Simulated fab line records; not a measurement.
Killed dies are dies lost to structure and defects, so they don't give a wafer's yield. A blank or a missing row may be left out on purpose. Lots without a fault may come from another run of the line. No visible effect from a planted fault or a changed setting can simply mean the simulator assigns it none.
Split-lot experiment / flow rit-cmos / 23 wafers read from 5 lots, route of 202 steps

== SPLIT DETAILS ==
At RIT_ACTIVE_COAT_06 (resist thk 1000 nm), the setting resist-thk-nm was moved away from the recipe's 1000 nm on 4 of the 23 wafers read, by -5.1% to +4.1%. The other wafers ran this setting at the recipe's value.

== FROM THE SPLIT TO THE READING: what the file shows between them, 8 steps ==
- RIT_ACTIVE_SOFTBAKE_07: time 60 s
- RIT_ACTIVE_EXPOSE_08: exposes mask M1, target cd 1400 nm
- RIT_ACTIVE_PEB_09
- RIT_ACTIVE_DEVELOP_10: develop time 50 s
- RIT_ACTIVE_CD_MEAS_11: target cd 1400 nm
- RIT_ACTIVE_HARDBAKE_12: time 60 s
- RIT_ACTIVE_ETCH_13: etches Si3N4 in SF6, stops on SiO2, time 210 s, target depth 210 nm (also split here: over-etch-frac)
- RIT_ACTIVE_STRIP_14: strips in O2, time 180 s

== THE READING ==
At RIT_ACTIVE_CD_MEAS_90: cd-nm in nanometres, against a target cd of 1400 nm. On this fab line, fault-free wafers typically give 1400.0 nm with a standard deviation of 2.1 nm.

wafer=L074.2; tool, chamber at the split=litho-track-02, 0; resist-thk-nm as run, nm=1000; against the recipe=recipe; cd-nm, nm=1400.2; against lot-mates on the recipe=-
wafer=L074.3; tool, chamber at the split=litho-track-02, 0; resist-thk-nm as run, nm=949; against the recipe=-5.1%; cd-nm, nm=1392.7; against lot-mates on the recipe=-7.5
wafer=L074.4; tool, chamber at the split=litho-track-02, 0; resist-thk-nm as run, nm=1000; against the recipe=recipe; cd-nm, nm=1399.1; against lot-mates on the recipe=-
wafer=L074.5; tool, chamber at the split=litho-track-02, 0; resist-thk-nm as run, nm=949; against the recipe=-5.1%; cd-nm, nm=1394.7; against lot-mates on the recipe=-5.5
wafer=L074.6; tool, chamber at the split=litho-track-02, 0; resist-thk-nm as run, nm=1000; against the recipe=recipe; cd-nm, nm=1401.4; against lot-mates on the recipe=-
wafer=L076.1; tool, chamber at the split=litho-track-02, 0; resist-thk-nm as run, nm=1000; against the recipe=recipe; cd-nm, nm=1398.0; against lot-mates on the recipe=-
wafer=L076.4; tool, chamber at the split=litho-track-02, 0; resist-thk-nm as run, nm=1000; against the recipe=recipe; cd-nm, nm=1398.2; against lot-mates on the recipe=-
wafer=L076.5; tool, chamber at the split=litho-track-02, 0; resist-thk-nm as run, nm=1000; against the recipe=recipe; cd-nm, nm=1398.1; against lot-mates on the recipe=-
wafer=L079.1; tool, chamber at the split=litho-track-04, 0; resist-thk-nm as run, nm=1000; against the recipe=recipe; cd-nm, nm=1402.2; against lot-mates on the recipe=-
wafer=L079.2; tool, chamber at the split=litho-track-04, 0; resist-thk-nm as run, nm=1000; against the recipe=recipe; cd-nm, nm=1403.4; against lot-mates on the recipe=-
wafer=L079.3; tool, chamber at the split=litho-track-04, 0; resist-thk-nm as run, nm=1000; against the recipe=recipe; cd-nm, nm=1403.6; against lot-mates on the recipe=-
wafer=L079.5; tool, chamber at the split=litho-track-04, 0; resist-thk-nm as run, nm=1000; against the recipe=recipe; cd-nm, nm=1400.5; against lot-mates on the recipe=-
wafer=L079.6; tool, chamber at the split=litho-track-04, 0; resist-thk-nm as run, nm=1000; against the recipe=recipe; cd-nm, nm=1404.3; against lot-mates on the recipe=-
wafer=L080.2; tool, chamber at the split=litho-track-01, 0; resist-thk-nm as run, nm=1000; against the recipe=recipe; cd-nm, nm=1401.1; against lot-mates on the recipe=-
wafer=L080.3; tool, chamber at the split=litho-track-01, 0; resist-thk-nm as run, nm=1000; against the recipe=recipe; cd-nm, nm=1400.7; against lot-mates on the recipe=-
wafer=L080.4; tool, chamber at the split=litho-track-01, 0; resist-thk-nm as run, nm=1000; against the recipe=recipe; cd-nm, nm=1400.4; against lot-mates on the recipe=-
wafer=L080.5; tool, chamber at the split=litho-track-01, 0; resist-thk-nm as run, nm=1000; against the recipe=recipe; cd-nm, nm=1401.4; against lot-mates on the recipe=-
wafer=L080.6; tool, chamber at the split=litho-track-01, 0; resist-thk-nm as run, nm=1000; against the recipe=recipe; cd-nm, nm=1399.2; against lot-mates on the recipe=-
wafer=L085.1; tool, chamber at the split=litho-track-04, 0; resist-thk-nm as run, nm=1000; against the recipe=recipe; cd-nm, nm=1400.1; against lot-mates on the recipe=-
wafer=L085.2; tool, chamber at the split=litho-track-04, 0; resist-thk-nm as run, nm=1000; against the recipe=recipe; cd-nm, nm=1398.1; against lot-mates on the recipe=-
wafer=L085.3; tool, chamber at the split=litho-track-04, 0; resist-thk-nm as run, nm=1000; against the recipe=recipe; cd-nm, nm=1398.7; against lot-mates on the recipe=-
wafer=L085.4; tool, chamber at the split=litho-track-04, 0; resist-thk-nm as run, nm=1041; against the recipe=+4.1%; cd-nm, nm=1403.6; against lot-mates on the recipe=+4.6
wafer=L085.6; tool, chamber at the split=litho-track-04, 0; resist-thk-nm as run, nm=1041; against the recipe=+4.1%; cd-nm, nm=1402.5; against lot-mates on the recipe=+3.5

FIT RESULTS
A straight line over all 23 wafers: cd-nm changes by +1.05 nm for each +1% of resist-thk-nm; r = +0.74; the points scatter about the line by 1.9 nm.
The same after taking each lot's own level away (the mean of its wafers on the recipe; 23 wafers): +1.17 nm for each +1%; r = +0.92; scatter 0.99 nm.
The reading moves by 5.9 nm for the largest change in resist-thk-nm, on that fit.
Measured against the standard deviation above, the lots' own levels, which go from 1398.10 to 1402.80 nm, span 2.2 times it.
So the lot-to-lot level blurs the effect unless lot-mates are compared.
Check: with one of the wafers moved furthest among these (-5.1%) left out of the fit, the line predicts -5.31 nm for it against its lot-mates. It came out at -7.53 nm against them.

== THESE WAFERS: OTHER SPLITS ==
Note: prior to the reading, these wafers also went through further splits. Each is held against what the fit with the lots' levels taken away leaves over:
other split on the same wafers=RIT_ACTIVE_ETCH_13 over-etch-frac; wafers away from the commonest value=5; r with cd-nm (lot level and that fit taken away)=+0.21

== THE WHOLE CHAIN: every reading that the file lists as answering this split, in the file's order ==
step=RIT_ACTIVE_COAT_06; what it does=resist thk 1000 nm; reading=NOVOLAK_of_ACTIVE_COAT_06.thk-nm (the simulator's own value, which no gauge read); change (the file's fit)=+9.66 nm for each +1% of the setting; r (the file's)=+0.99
step=RIT_ACTIVE_CD_MEAS_11; what it does=target cd 1400 nm; reading=cd-nm; change (the file's fit)=+1.2 nm for each +1% of the setting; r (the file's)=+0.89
step=RIT_ACTIVE_HARDBAKE_12; what it does=time 60 s; reading=NOVOLAK_of_ACTIVE_COAT_06.thk-nm (the simulator's own value, which no gauge read); change (the file's fit)=+8.45 nm for each +1% of the setting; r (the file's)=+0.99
step=RIT_ACTIVE_ETCH_13; what it does=etches Si3N4 in SF6, stops on SiO2, time 210 s, target depth 210 nm; reading=NOVOLAK_of_ACTIVE_COAT_06.thk-nm (the simulator's own value, which no gauge read); change (the file's fit)=+8.92 nm for each +1% of the setting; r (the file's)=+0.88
step=RIT_ACTIVE_CD_MEAS_90; what it does=target cd 1400 nm; reading=cd-nm; change (the file's fit)=+1.17 nm for each +1% of the setting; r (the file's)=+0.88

== FILE'S OWN FIT ==
cd-nm changes by +1.17 nm for each +1% of resist-thk-nm, r = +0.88.
